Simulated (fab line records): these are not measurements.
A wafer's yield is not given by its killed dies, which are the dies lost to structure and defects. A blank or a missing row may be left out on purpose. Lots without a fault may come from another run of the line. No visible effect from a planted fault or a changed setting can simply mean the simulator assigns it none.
fab line records | flow berkeleyCmos170
record: lots: 7 | wafers: 21 | lastDay: 12
route steps=331 shown M2@272
lots untouched by any fault: they come from a run of this same line in which no faults occurred
startH: hours from the record's opening day to when the first of the lot's shown wafers began | waitH: hours elapsed since this lot's preceding step | " as in the row above | L1.1+2: one row covering several wafers at once | - no value, or no start given | * or withheld: withheld | < > ~ a bound
route shown NAME@n: NAME is a module with steps in the file, n the number in the route of the first one | usual: mean and standard deviation over wafers with no fault | same: alike in all rows | chamber/n: place in a boat | sites: each site's reading | _std_site: the values' standard deviation | _edge_site: the outer-site mean with the inner-site mean subtracted | radiusMm: for every site, how far away it sits from the centre of the wafer | mask NAME#n: copy n | behind: tool/chamber where the wafer was last shaped | hold: why the lot was held/for how many hours/how that ended | device: the n, p or np transistor that did not switch | end of line: tests of these same wafers at the route's end | where a step has no rows: the recipe by itself | killed: at the first sort, the dies lost to defects and structure; wafer yield is something else | map: a wafer's dies, x killed, . not, _ none there
set.NAME: the setting that was run; set.NAME@STEP: the one run at that earlier step | model.NAME: the simulator's own value behind a step, which no gauge read
certain route steps with their lots: each step a table, each wafer a row
services: from which hour (startH, from the record's first day; less than 0 if before it) a tool's chamber was out of use, for how many hours, and why
== steps ==
step: UCB170_M2_SPUTTER_01
recipe: material: Al | targetThkNm: 900 | timeS: 120 | powerW: 6000 | chamberPressurePa: 0.5
usual: throttleValvePct: 29.9/0.91
lot.wafer | tool          | chamber | startH | waitH | throttleValvePct
L116.2    | pvdSputter-02 | -       | 169.30 | 0.0   | 29.4
L116.5    | "             | -       | "      | "     | 29.6
L116.6    | "             | -       | "      | "     | 30.8
L125.1    | pvdSputter-04 | -       | 214.06 | 0.0   | 29.9
L125.2    | "             | -       | "      | "     | 30.5
L125.4    | "             | -       | "      | "     | 29.8
L129.2    | pvdSputter-02 | -       | 223.32 | 0.0   | 29.6
L129.4    | "             | -       | "      | "     | 29.6
L129.5    | "             | -       | "      | "     | 28.4
L135.1    | pvdSputter-02 | -       | 275.26 | 0.0   | 28.4
L135.2    | "             | -       | "      | "     | 31.0
L135.6    | "             | -       | "      | "     | 28.7
L139.1    | pvdSputter-02 | -       | 284.56 | 0.0   | 28.5
L139.4    | "             | -       | "      | "     | 30.7
L139.6    | "             | -       | "      | "     | 31.0
L138.1    | pvdSputter-03 | -       | 286.38 | 0.0   | 31.1
L138.2    | "             | -       | "      | "     | 30.1
L138.5    | "             | -       | "      | "     | 30.8
L137.1    | pvdSputter-04 | -       | 286.42 | 0.0   | 31.7
L137.2    | "             | -       | "      | "     | 29.4
L137.6    | "             | -       | "      | "     | 29.6
step: UCB170_M2_RS_MEAS_02
recipe: thkMeasGauge: four-point-probe | reads: Al_of_M2_SPUTTER_01
usual: M2_AL_RS: 0.0323/0.00036
lot.wafer | tool         | chamber | startH | waitH | M2_AL_RS[ohm/sq]
L116.2    | filmMetro-01 | -       | 169.41 | 0.1   | 0.0323
L116.5    | "            | -       | "      | "     | 0.0321
L116.6    | "            | -       | "      | "     | 0.0321
L125.1    | filmMetro-02 | -       | 214.15 | 0.0   | 0.0324
L125.2    | "            | -       | "      | "     | 0.0319
L125.4    | "            | -       | "      | "     | 0.0319
L129.2    | filmMetro-02 | -       | 223.42 | 0.1   | 0.0325
L129.4    | "            | -       | "      | "     | 0.0328
L129.5    | "            | -       | "      | "     | 0.0322
L135.1    | filmMetro-03 | -       | 275.34 | 0.0   | 0.0327
L135.2    | "            | -       | "      | "     | 0.0324
L135.6    | "            | -       | "      | "     | 0.0323
L139.1    | filmMetro-02 | -       | 284.64 | 0.0   | 0.0320
L139.4    | "            | -       | "      | "     | 0.0322
L139.6    | "            | -       | "      | "     | 0.0319
L138.1    | filmMetro-03 | -       | 286.46 | 0.0   | 0.0323
L138.2    | "            | -       | "      | "     | 0.0324
L138.5    | "            | -       | "      | "     | 0.0324
L137.1    | filmMetro-02 | -       | 286.50 | 0.0   | 0.0325
L137.2    | "            | -       | "      | "     | 0.0325
L137.6    | "            | -       | "      | "     | 0.0326
step: UCB170_M2_THK_MEAS_03
recipe: thkMeasGauge: xrf | reads: Al_of_M2_SPUTTER_01
usual: M2_AL_THK: 912/11
lot.wafer | tool         | chamber | startH | waitH | M2_AL_THK[nm]
L116.2    | filmMetro-01 | -       | 169.52 | 0.1   | 904
L116.5    | "            | -       | "      | "     | 910
L116.6    | "            | -       | "      | "     | 906
L125.1    | filmMetro-02 | -       | 214.27 | 0.1   | 913
L125.2    | "            | -       | "      | "     | 921
L125.4    | "            | -       | "      | "     | 921
L129.2    | filmMetro-02 | -       | 223.53 | 0.1   | 897
L129.4    | "            | -       | "      | "     | 891
L129.5    | "            | -       | "      | "     | 906
L135.1    | filmMetro-03 | -       | 275.46 | 0.1   | 911
L135.2    | "            | -       | "      | "     | 917
L135.6    | "            | -       | "      | "     | 917
L139.1    | filmMetro-02 | -       | 284.76 | 0.1   | 921
L139.4    | "            | -       | "      | "     | 916
L139.6    | "            | -       | "      | "     | 922
L138.1    | filmMetro-03 | -       | 286.58 | 0.1   | 922
L138.2    | "            | -       | "      | "     | 916
L138.5    | "            | -       | "      | "     | 920
L137.1    | filmMetro-02 | -       | 286.62 | 0.1   | 908
L137.2    | "            | -       | "      | "     | 911
L137.6    | "            | -       | "      | "     | 906
step: UCB170_M2_HMDS_04
recipe: primeTimeS: 60 | primeTempC: 100
step: UCB170_M2_COAT_05
recipe: resist: KrF | spinRpm: 1500 | resistThkNm: 900
step: UCB170_M2_SOFTBAKE_06
recipe: resist: KrF | tempC: 130 | timeS: 60
step: UCB170_M2_STRIP_07
recipe: chemistry: O2 | powerW: 400 | pressureMtorr: 3500 | platenTempC: withheld | o2FlowSccm: 400 | overashFraction: 0.5
usual: drypumpMotorCurrentA: 5.70/0.18 | oesProductAu: 0.735/0.0047 | stripTimeToEndpointS: 21.99/0.071
lot.wafer | tool           | chamber | startH | waitH | drypumpMotorCurrentA | oesProductAu | rfHoursCounterH | stripTimeToEndpointS
L116.2    | plasmaAsher-03 | 1       | 170.20 | 0.1   | 6.04                 | 0.736        | 43              | 22.02
L116.5    | "              | 1       | "      | "     | 6.04                 | 0.734        | -               | 21.99
L116.6    | "              | 0       | "      | "     | 5.46                 | 0.733        | -               | 21.93
L125.1    | plasmaAsher-04 | 1       | 215.36 | 0.1   | 5.57                 | 0.734        | 51              | 21.98
L125.2    | "              | 0       | "      | "     | 5.62                 | 0.730        | 51              | 22.01
L125.4    | "              | 0       | "      | "     | 5.62                 | 0.728        | -               | 21.99
L129.2    | plasmaAsher-03 | 1       | 224.23 | 0.1   | 6.02                 | 0.731        | 49              | 21.77
L129.4    | "              | 0       | "      | "     | 5.51                 | 0.732        | -               | 21.88
L129.5    | "              | 1       | "      | "     | 5.99                 | 0.736        | -               | 21.88
L135.1    | plasmaAsher-03 | 0       | 275.97 | 0.1   | 5.50                 | 0.731        | 54              | 22.06
L135.2    | "              | 1       | "      | "     | 6.02                 | 0.735        | 54              | 21.98
L135.6    | "              | 0       | "      | "     | 5.49                 | 0.736        | -               | 22.03
L139.1    | plasmaAsher-04 | 0       | 285.27 | 0.1   | 5.62                 | 0.729        | 59              | 21.93
L139.4    | "              | 0       | "      | "     | 5.63                 | 0.728        | -               | 21.93
L139.6    | "              | 1       | "      | "     | 5.57                 | 0.723        | -               | 21.88
L138.1    | plasmaAsher-01 | 1       | 287.09 | 0.1   | 5.78                 | 0.733        | 19              | 21.92
L138.2    | "              | 0       | "      | "     | 5.81                 | 0.735        | 19              | 22.01
L138.5    | "              | 1       | "      | "     | 5.76                 | 0.743        | -               | 22.00
L137.1    | plasmaAsher-04 | 1       | 287.13 | 0.1   | 5.59                 | 0.732        | 59              | 22.05
L137.2    | "              | 0       | "      | "     | 5.64                 | 0.729        | 59              | 22.06
L137.6    | "              | 1       | "      | "     | 5.59                 | 0.732        | -               | 22.12
step: UCB170_M2_STRIP_08
recipe: chemistry: DMSO | tempC: 80 | timeS: 600 | material: KrF
step: UCB170_M2_COAT_09
recipe: resist: BARC | tempC: withheld | timeS: withheld | spinRpm: 3000 | resistThkNm: withheld
step: UCB170_M2_COAT_10
recipe: resist: KrF | spinRpm: 1500 | resistThkNm: 900
step: UCB170_M2_SOFTBAKE_11
recipe: resist: KrF | tempC: 130 | timeS: 60
step: UCB170_M2_EXPOSE_12
recipe: maskId: METAL2 | targetCdNm: 700 | na: 0.5 | sigmaOuter: 0.6 | sourceShape: conventional | doseMj: 26
step: UCB170_M2_PEB_13
recipe: pebTempC: 128.9 | pebTimeS: withheld | resist: KrF
usual: chillPlateTempC: 23.00/0.12 | exhaustPa: 45.2/0.83 | plateTempC: 128.90/0.14
lot.wafer | tool          | chamber | startH | waitH | chillPlateTempC | exhaustPa | plateTempC
L116.2    | lithoTrack-01 | 0       | 175.36 | 0.6   | 22.77           | 44.8      | 128.82
L116.5    | "             | 0       | "      | "     | 22.83           | 44.5      | 128.79
L116.6    | "             | 0       | "      | "     | 22.71           | 43.7      | 128.74
L125.1    | lithoTrack-04 | 0       | 216.98 | 0.3   | 23.23           | 46.3      | 129.12
L125.2    | "             | 0       | "      | "     | 23.22           | 46.0      | 128.83
L125.4    | "             | 0       | "      | "     | 23.05           | 45.3      | 129.08
L129.2    | lithoTrack-04 | 0       | 225.64 | 0.1   | 23.07           | 45.1      | 128.88
L129.4    | "             | 0       | "      | "     | 23.20           | 46.7      | 128.95
L129.5    | "             | 0       | "      | "     | 22.96           | 47.8      | 128.92
L135.1    | lithoTrack-03 | -       | 276.81 | 0.1   | -               | -         | -
L135.2    | "             | -       | "      | "     | -               | -         | -
L135.6    | "             | -       | "      | "     | -               | -         | -
L139.1    | lithoTrack-03 | 0       | 286.24 | 0.1   | 22.88           | 44.8      | 128.87
L139.4    | "             | 0       | "      | "     | 22.88           | 44.6      | 128.94
L139.6    | "             | 0       | "      | "     | 22.75           | 45.1      | 128.86
L138.1    | lithoTrack-03 | -       | 288.76 | 0.6   | -               | -         | -
L138.2    | "             | -       | "      | "     | -               | -         | -
L138.5    | "             | -       | "      | "     | -               | -         | -
L137.1    | lithoTrack-03 | -       | 289.03 | 0.4   | -               | -         | -
L137.2    | "             | -       | "      | "     | -               | -         | -
L137.6    | "             | -       | "      | "     | -               | -         | -
step: UCB170_M2_DEVELOP_14
recipe: developer: TMAH | developTimeS: 45 | resist: KrF | devTempC: 21
== services ==
tool          | chamber | startH | hours | kind
pvdSputter-02 | -       | 178.80 | 2.2   | repair
pvdSputter-02 | -       | 218.16 | 1.7   | repair
pvdSputter-03 | -       | 224.55 | 1.1   | repair
== key ==
firstSign: step: UCB170_M2_PEB_13 | reading: toolRecord | direction: missing
effect none on later readings
metAt UCB170_M2_PEB_13
struckWafers L135.1,L135.2,L135.6,L137.1,L137.2,L137.6,L138.1,L138.2,L138.5
laterRowsLeftOut L135.1,L135.2,L135.6,L137.1,L137.2,L137.6,L138.1,L138.2,L138.5
sortLeftOut L135.1,L135.2,L135.6,L137.1,L137.2,L137.6,L138.1,L138.2,L138.5
fault: kind: skippedStepWhole | tool: lithoTrack-03 | chamber: - | onsetH: 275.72 | steps: UCB170_M2_PEB_13 | scope: struckLotsOnly
sortLeftOut: the simulated sort isn't trusted on such a fault, so these wafers' sort isn't shown, and their yield isn't known
laterRowsLeftOut: the simulator's readings of these wafers behind a module that went badly wrong aren't trusted and aren't shown, but for the sort
